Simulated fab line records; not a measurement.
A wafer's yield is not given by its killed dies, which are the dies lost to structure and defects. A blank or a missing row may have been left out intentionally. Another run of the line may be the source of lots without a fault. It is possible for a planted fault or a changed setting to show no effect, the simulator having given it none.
Code-filled problem report in 8D (eight disciplines) form ; flow berkeleyCmos170 ; the parts of the form that need people (team, actions taken, sign-off) are left out

== 1. PROBLEM STATEMENT ==
Wafers free of any fault read 75.5 ohm/sq (standard deviation 0.38) for PSD_RS at UCB170_SDANNEAL_RS_MEAS_02, against a mean of 72.7 ohm/sq on 6 wafers of 2 lots. Measured from the usual mean, that is -7.3 standard deviations.
The step: measures by four-point-probe.
First observed at day 9 21:15: wafer L740.1, on filmMetro-01. At this step, 36 wafers from 12 lots have a number in the record. Rule for "out" (also "out of limits"): further than 4 standard deviations from the usual mean. The rest of the wafers with a number are treated as sound.

== 2. WHAT THIS IS AND IS NOT ==
question;is;is not
which readings at this step;PSD_RS;-
which lots;L740, L742;L731, L732, L733, L738, L745, L746, L749, L751, L753, L754
which wafers of those lots;all that have a number;-
read on which gauges;filmMetro-01, filmMetro-02;filmMetro-03
when;from day 9 21:15;"up to then (9 sound wafers); but 21 sound wafers of L738, L745, L746, L749, L751, L753, L754 came after"

== 3. SUSPECTS, AND WHAT RULES EACH OUT ==
Counting: a tool at any process step up to the reading remains a suspect when it ran all the lots that are out and ran no sound lot after the first of those.
- the gauge at UCB170_SDANNEAL_RS_MEAS_02 has been ruled out. The wafers that are out were read on 2 gauges (filmMetro-01, filmMetro-02).
- implanter-02 at UCB170_PSD_IMPLANT_08: kept. It ran every lot that is out, first L740 (day 9 15:38), and no sound lot after that; its last sound lot up to then is L733 (day 8 15:57). Out on those wafers are its own readings of doseIonsCm2.
Remaining after the count: implanter-02 at UCB170_PSD_IMPLANT_08.

== 4. THE CAUSE (what the simulator had put in) ==
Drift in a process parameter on implanter-02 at UCB170_PSD_IMPLANT_08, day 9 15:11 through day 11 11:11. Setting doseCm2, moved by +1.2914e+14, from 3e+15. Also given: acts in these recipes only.
Only this tool survived the counting.

== 5. THE CHAIN OF EFFECTS, in route order ==
Rows list readings where the struck wafers' mean (over those with a number) sits beyond 3 standard deviations from the usual. Readings are gone through only where the record gives a usual standard deviation; hours: the median, over the lots, of the time from a lot's start at the first step in this table giving one to that lot's start at this step; sigmas: the change measured in usual standard deviations.
hours;step;reading;usual;on struck wafers;change;sigmas
0;UCB170_PSD_IMPLANT_08;doseIonsCm2;3e+15;3e+15;+1e+14;+38
0;UCB170_PSD_STRIP_09;stripTimeToEndpointS;29.38 s;29.97;+0.59;+6.6
5;UCB170_SDANNEAL_RS_MEAS_02;PSD_RS;75.5 ohm/sq;72.7;-2.8;-7.3
The process steps in it:
- UCB170_PSD_IMPLANT_08
- UCB170_PSD_STRIP_09: strips in O2.

== 6. WHAT WOULD HAVE CAUGHT IT SOONER ==
6 hours passed between the start of the fault at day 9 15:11 and the first reading out of limits at a measuring or inspecting step in this record, taken at day 9 21:15.
Tool's own readings at UCB170_PSD_IMPLANT_08, doseIonsCm2: out on all struck wafers the step has rows for; an alarm limit on them would have tripped on the first.
Lots out: 2; of these, L742 started UCB170_PSD_IMPLANT_08 on implanter-02 after day 9 21:15. Had the tool been put on hold then, it would have been spared.
